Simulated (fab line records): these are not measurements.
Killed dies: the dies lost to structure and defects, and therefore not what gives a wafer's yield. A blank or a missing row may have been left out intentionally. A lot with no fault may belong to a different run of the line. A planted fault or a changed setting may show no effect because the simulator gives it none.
A lot that was struck, set against a sound lot ; flow rit-cmos ; 34 out of 202 route steps
Sound: the wafers L489.1, L489.3, L489.6. Wafers struck: L485.1, L485.3, L485.4. Last of all comes the cause.
For every step that has rows: the tool of each side, followed by ch and its chambers, followed by its first start. Under that, the readings that differ: sound wafers ; struck wafers ; difference of the means ; sigmas: that difference in standard deviations of wafers without a fault.
alike: a reading whose means differ by less than 2 such deviations, as well as words and numbers matching on both sides. not compared: withheld readings; readings where some wafer has no value; bounds like >300 that might hide an equal value; numbers whose values overlap and for which the record gives no deviation.
Wherever a step has rows on one side only, a row that says differs or no value, or a row with sigmas, the two part there. Numbers that have no deviation but don't overlap get no sigmas and don't part them. Lack of a reading on every wafer of one side parts them only where that side has two or more wafers.

first, 2 steps without rows for these wafers: RIT_SPACER_CLEAN_02 (cleans in SC2, time 600 s); RIT_SPACER_CVD_03 (deposits Si3N4 from SiH2Cl2/NH3, target thk 250 nm, time 3300 s).
RIT_SPACER_THK_MEAS_04:
  sound: film-metro-02 at day 5 19:41; struck: film-metro-03 at day 4 21:17
  alike: SPACER_NITRIDE_THK
RIT_SPACER_ETCHBACK_05: etches Si3N4 in SF6/CHF3, stops on SiO2, target depth 250 nm, time 240 s.
  sound on rie-diel-03 ch 0,2,3, day 5 19:45; struck on rie-diel-04 ch 0,1,3, day 4 21:20
  alike: CHF3_flow_sccm, drypump-motor-current-A, oes-product-au, throttle-valve-pct
  not compared: rf-hours-counter-h
then, 6 steps without rows for these wafers: RIT_NSD_HMDS_00 (prime time 60 s); RIT_NSD_COAT_01 (resist thk 1000 nm); RIT_NSD_SOFTBAKE_02 (time 60 s); RIT_NSD_EXPOSE_03 (exposes mask M9, target cd 40700 nm); RIT_NSD_PEB_04; RIT_NSD_DEVELOP_05 (develop time 50 s).
RIT_NSD_OVL_MEAS_06:
  sound: overlay-01 at day 5 20:45; struck: overlay-02 at day 4 22:28
  alike: NSD_OVL
then, 1 step without rows for these wafers: RIT_NSD_HARDBAKE_07 (time 60 s).
RIT_NSD_IMPLANT_08:
  sound on implanter-01 ch 0, day 5 20:56; struck on implanter-02 ch 0, day 4 22:58
  alike: faraday-current-uA
RIT_NSD_STRIP_09: strips in O2, time 180 s.
  sound on plasma-asher-02 ch 0,1, day 5 21:05; struck on plasma-asher-04 ch 0,1, day 4 23:07
  alike: drypump-motor-current-A
  not compared: rf-hours-counter-h
RIT_NSD_TW_MEAS_10:
  sound: film-metro-04 at day 5 21:16; struck: film-metro-01 at day 4 23:17
reading;sound;struck;difference;sigmas
NSD_TW;3047 3052 3067;3554 3538 3562;+496;+13
then, 6 steps without rows for these wafers: RIT_PSD_HMDS_00 (prime time 60 s); RIT_PSD_COAT_01 (resist thk 1000 nm); RIT_PSD_SOFTBAKE_02 (time 60 s); RIT_PSD_EXPOSE_03 (exposes mask M10, target cd 40900 nm); RIT_PSD_PEB_04; RIT_PSD_DEVELOP_05 (develop time 50 s).
RIT_PSD_OVL_MEAS_06:
  sound: overlay-02 at day 5 22:27; struck: overlay-01 at day 5 00:29
  alike: PSD_OVL
then, 2 steps without rows for these wafers: RIT_PSD_HARDBAKE_07 (time 60 s); RIT_PSD_IMPLANT_08.
RIT_PSD_STRIP_09: strips in O2, time 180 s.
  sound on plasma-asher-01 ch 0,1, day 5 22:47; struck on plasma-asher-02 ch 0,1, day 5 00:49
  alike: drypump-motor-current-A
  not compared: rf-hours-counter-h
RIT_PSD_TW_MEAS_10:
  sound: film-metro-04 at day 5 22:58; struck: film-metro-02 at day 5 01:00
  alike: PSD_TW
then, 3 steps without rows for these wafers: RIT_SDANNEAL_CLEAN_00 (cleans in SC1, time 600 s); RIT_SDANNEAL_CLEAN_01 (cleans in dHF, time 30 s); RIT_SDANNEAL_CLEAN_02 (cleans in SC2, time 600 s).
RIT_SDANNEAL_RTA_03: time 5 s.
  sound on rtp-anneal-02 ch 0, day 5 23:23; struck on rtp-anneal-02 ch 0, day 5 01:28
reading;sound;struck;difference;sigmas
chamber-o2-ppm;1.920 1.994 1.965;2.040 2.045 2.038;+0.081;+3
  alike: wafer_temp_C_max
RIT_SDANNEAL_RS_MEAS_04: the measuring method here is four-point-probe.
  sound: film-metro-04 at day 5 23:27; struck: film-metro-02 at day 5 01:31
  alike: PSD_RS
RIT_SDANNEAL_RS_MEAS_05: the measuring method here is four-point-probe.
  sound: film-metro-04 at day 5 23:34; struck: film-metro-02 at day 5 01:38
reading;sound;struck;difference;sigmas
NSD_RS (ohm/sq);84.7 84.6 84.7;52.3 52.3 52.5;-32.3;-99 or more
RIT_SDANNEAL_RS_MEAS_06: the measuring method here is four-point-probe.
  sound: film-metro-04 at day 5 23:41; struck: film-metro-02 at day 5 01:45
reading;sound;struck;difference;sigmas
PLDD_RS (ohm/sq);177.4 177.4 177.6;176.6 176.6 176.0;-1.1;-3
RIT_M1_PROBE_99:
  sound: prober-01 at day 6 06:59; struck: prober-01 at day 5 09:47
  alike: killed_at_M0_to_M3, killed-at-front-end, killed-dies, killed-open, killed-short

WHERE THEY PART
Earliest at RIT_NSD_TW_MEAS_10; latest, in this record, at RIT_SDANNEAL_RS_MEAS_06. Later steps at which nothing parts them and some readings are alike: RIT_M1_PROBE_99.

WHY: what the simulator had put in
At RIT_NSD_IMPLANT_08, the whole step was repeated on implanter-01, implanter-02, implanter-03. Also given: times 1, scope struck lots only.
